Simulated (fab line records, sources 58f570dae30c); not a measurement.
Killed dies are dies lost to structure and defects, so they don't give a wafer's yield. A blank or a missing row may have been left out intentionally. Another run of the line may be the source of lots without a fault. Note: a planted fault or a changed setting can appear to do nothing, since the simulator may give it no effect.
Which tool did it? + flow berkeley-cmos170 + 39 wafers from 13 lots sampled at 4 of the route's 331 steps

## WHAT THE GAUGES READ, wafer by wafer
UCB170_M1_THK_MEAS_02: measures by xrf.
| lot  | measured     | on            | M1_AL_THK (nm) |
|------|--------------|---------------|----------------|
| L160 | day 8 06:35  | film-metro-01 | 590 584 589    |
| L162 | day 9 09:48  | film-metro-04 | 597 607 600    |
| L161 | day 9 09:26  | film-metro-04 | 587 593 588    |
| L165 | day 9 18:31  | film-metro-04 | 592 595 593    |
| L166 | day 9 18:31  | film-metro-02 | 594 590 596    |
| L168 | day 10 06:22 | film-metro-04 | 604 604 605    |
| L167 | day 10 06:58 | film-metro-01 | 597 600 606    |
| L175 | day 11 18:38 | film-metro-01 | 604 596 603    |
| L173 | day 11 20:27 | film-metro-02 | 588 591 584    |
| L178 | day 12 13:59 | film-metro-02 | 592 590 595    |
| L181 | day 13 05:48 | film-metro-04 | 596 591 597    |
| L180 | day 13 05:33 | film-metro-04 | 599 601 597    |
| L182 | day 14 02:27 | film-metro-04 | 604 604 604    |

## TOOL THAT RAN EACH LOT (tool first, then ch and the chambers of the sampled wafers, then the start)
| lot  | UCB170_BACKSIDE_STRIP_03             | UCB170_SILICIDE_SPUTTER_01   | UCB170_CONTACT_STRIP_19              |
|------|--------------------------------------|------------------------------|--------------------------------------|
| L160 | plasma-asher-04 ch 0,1, day 8 00:37  | pvd-sputter-01, day 8 01:34  | plasma-asher-04 ch 0,1, day 8 05:58  |
| L162 | plasma-asher-01 ch 0,1, day 8 23:47  | pvd-sputter-02, day 9 00:54  | plasma-asher-04 ch 0,1, day 9 08:48  |
| L161 | plasma-asher-03 ch 0,1, day 8 23:57  | pvd-sputter-04, day 9 01:04  | plasma-asher-01 ch 0,1, day 9 08:34  |
| L165 | plasma-asher-01 ch 0,1, day 9 09:52  | pvd-sputter-04, day 9 10:49  | plasma-asher-04 ch 0,1, day 9 17:05  |
| L166 | plasma-asher-04 ch 0,1, day 9 10:37  | pvd-sputter-01, day 9 11:43  | plasma-asher-01 ch 0,1, day 9 17:14  |
| L168 | plasma-asher-03 ch 0,1, day 10 00:30 | pvd-sputter-04, day 10 01:26 | plasma-asher-02 ch 0,1, day 10 05:47 |
| L167 | plasma-asher-03 ch 0,1, day 10 01:02 | pvd-sputter-01, day 10 01:58 | plasma-asher-02 ch 0,1, day 10 06:24 |
| L175 | plasma-asher-04 ch 0,1, day 11 12:49 | pvd-sputter-02, day 11 13:46 | plasma-asher-01 ch 0,1, day 11 18:04 |
| L173 | plasma-asher-01 ch 0,1, day 11 13:16 | pvd-sputter-04, day 11 14:13 | plasma-asher-01 ch 0,1, day 11 19:52 |
| L178 | plasma-asher-03 ch 0,1, day 12 05:08 | pvd-sputter-04, day 12 06:04 | plasma-asher-01 ch 0,1, day 12 12:01 |
| L181 | plasma-asher-03 ch 0,1, day 12 18:18 | pvd-sputter-02, day 12 19:16 | plasma-asher-04 ch 0,1, day 13 05:13 |
| L180 | plasma-asher-01 ch 0,1, day 12 18:20 | pvd-sputter-01, day 12 19:16 | plasma-asher-01 ch 0,1, day 13 04:58 |
| L182 | plasma-asher-01 ch 0,1, day 13 15:43 | pvd-sputter-02, day 13 19:08 | plasma-asher-04 ch 0,1, day 14 01:50 |
- UCB170_BACKSIDE_STRIP_03: strips in O2.
- UCB170_SILICIDE_SPUTTER_01: material Ti, target thk 30 nm, time 25 s.
- UCB170_CONTACT_STRIP_19: strips in O2.

## AS READ BY THE TOOLS THEMSELVES (means over the sampled wafers that have a number; for cases with no such wafer, the mark the record gives instead)
UCB170_BACKSIDE_STRIP_03.
| lot  | tool            | drypump-motor-current-A (A) | oes-product-au (a.u.) | strip-time-to-endpoint-s (s) |
|------|-----------------|-----------------------------|-----------------------|------------------------------|
| L160 | plasma-asher-04 | 6.15                        | 0.732                 | 21.92                        |
| L162 | plasma-asher-01 | 6.25                        | 0.738                 | 21.98                        |
| L161 | plasma-asher-03 | 6.31                        | 0.734                 | 21.95                        |
| L165 | plasma-asher-01 | 6.27                        | 0.737                 | 21.91                        |
| L166 | plasma-asher-04 | 6.27                        | 0.735                 | 21.94                        |
| L168 | plasma-asher-03 | 6.31                        | 0.735                 | 21.86                        |
| L167 | plasma-asher-03 | 6.10                        | 0.737                 | 21.96                        |
| L175 | plasma-asher-04 | 6.16                        | 0.735                 | 22.04                        |
| L173 | plasma-asher-01 | 6.26                        | 0.733                 | 21.95                        |
| L178 | plasma-asher-03 | 6.10                        | 0.738                 | 21.98                        |
| L181 | plasma-asher-03 | 6.10                        | 0.733                 | 21.83                        |
| L180 | plasma-asher-01 | 6.28                        | 0.734                 | 21.99                        |
| L182 | plasma-asher-01 | 6.28                        | 0.734                 | 21.83                        |

UCB170_SILICIDE_SPUTTER_01.
| lot  | tool           | throttle-valve-pct (%) |
|------|----------------|------------------------|
| L160 | pvd-sputter-01 | 31.4                   |
| L162 | pvd-sputter-02 | 29.9                   |
| L161 | pvd-sputter-04 | 29.3                   |
| L165 | pvd-sputter-04 | 30.0                   |
| L166 | pvd-sputter-01 | 31.2                   |
| L168 | pvd-sputter-04 | 29.1                   |
| L167 | pvd-sputter-01 | 31.9                   |
| L175 | pvd-sputter-02 | 30.0                   |
| L173 | pvd-sputter-04 | 30.0                   |
| L178 | pvd-sputter-04 | 28.7                   |
| L181 | pvd-sputter-02 | 29.9                   |
| L180 | pvd-sputter-01 | 30.8                   |
| L182 | pvd-sputter-02 | 30.6                   |

UCB170_CONTACT_STRIP_19.
| lot  | tool            | drypump-motor-current-A (A) | oes-product-au (a.u.) |
|------|-----------------|-----------------------------|-----------------------|
| L160 | plasma-asher-04 | 6.26                        | 0.721                 |
| L162 | plasma-asher-04 | 6.15                        | 0.724                 |
| L161 | plasma-asher-01 | 6.25                        | 0.729                 |
| L165 | plasma-asher-04 | 6.13                        | 0.725                 |
| L166 | plasma-asher-01 | 6.27                        | 0.729                 |
| L168 | plasma-asher-02 | 6.04                        | 0.723                 |
| L167 | plasma-asher-02 | 5.87                        | 0.723                 |
| L175 | plasma-asher-01 | 6.26                        | 0.725                 |
| L173 | plasma-asher-01 | 6.26                        | 0.723                 |
| L178 | plasma-asher-01 | 6.27                        | 0.724                 |
| L181 | plasma-asher-04 | 6.14                        | 0.722                 |
| L180 | plasma-asher-01 | 6.27                        | 0.725                 |
| L182 | plasma-asher-04 | 6.27                        | 0.726                 |

## THE ANSWER, worked out from the rows above alone
Rule: the lots themselves supply what counts as usual. Put in order of their means at a reading, lots are off if they are a third of the lots or fewer, leave a main group of 4 or more, and stand apart from it by a gap of 3 or more times the standard deviation of the main group's means; of several such gaps the widest counts. Not used: any main group whose means are identical at the precision the tables above print for the reading. Also off: a lot with no number at a reading for which 4 or more lots have one. Any other lot the step has rows for is counted as sound. Order of review: gauges by route order, followed by the tools' own readings, for which a lot's mean as printed above is used. The first step at which some lot is off is used, and at that step the reading that is off furthest; a lot without a number counts as furthest.
Nothing can be told from this: no lot is off at any reading shown.

## WHAT HAD BEEN PUT IN BY THE SIMULATOR
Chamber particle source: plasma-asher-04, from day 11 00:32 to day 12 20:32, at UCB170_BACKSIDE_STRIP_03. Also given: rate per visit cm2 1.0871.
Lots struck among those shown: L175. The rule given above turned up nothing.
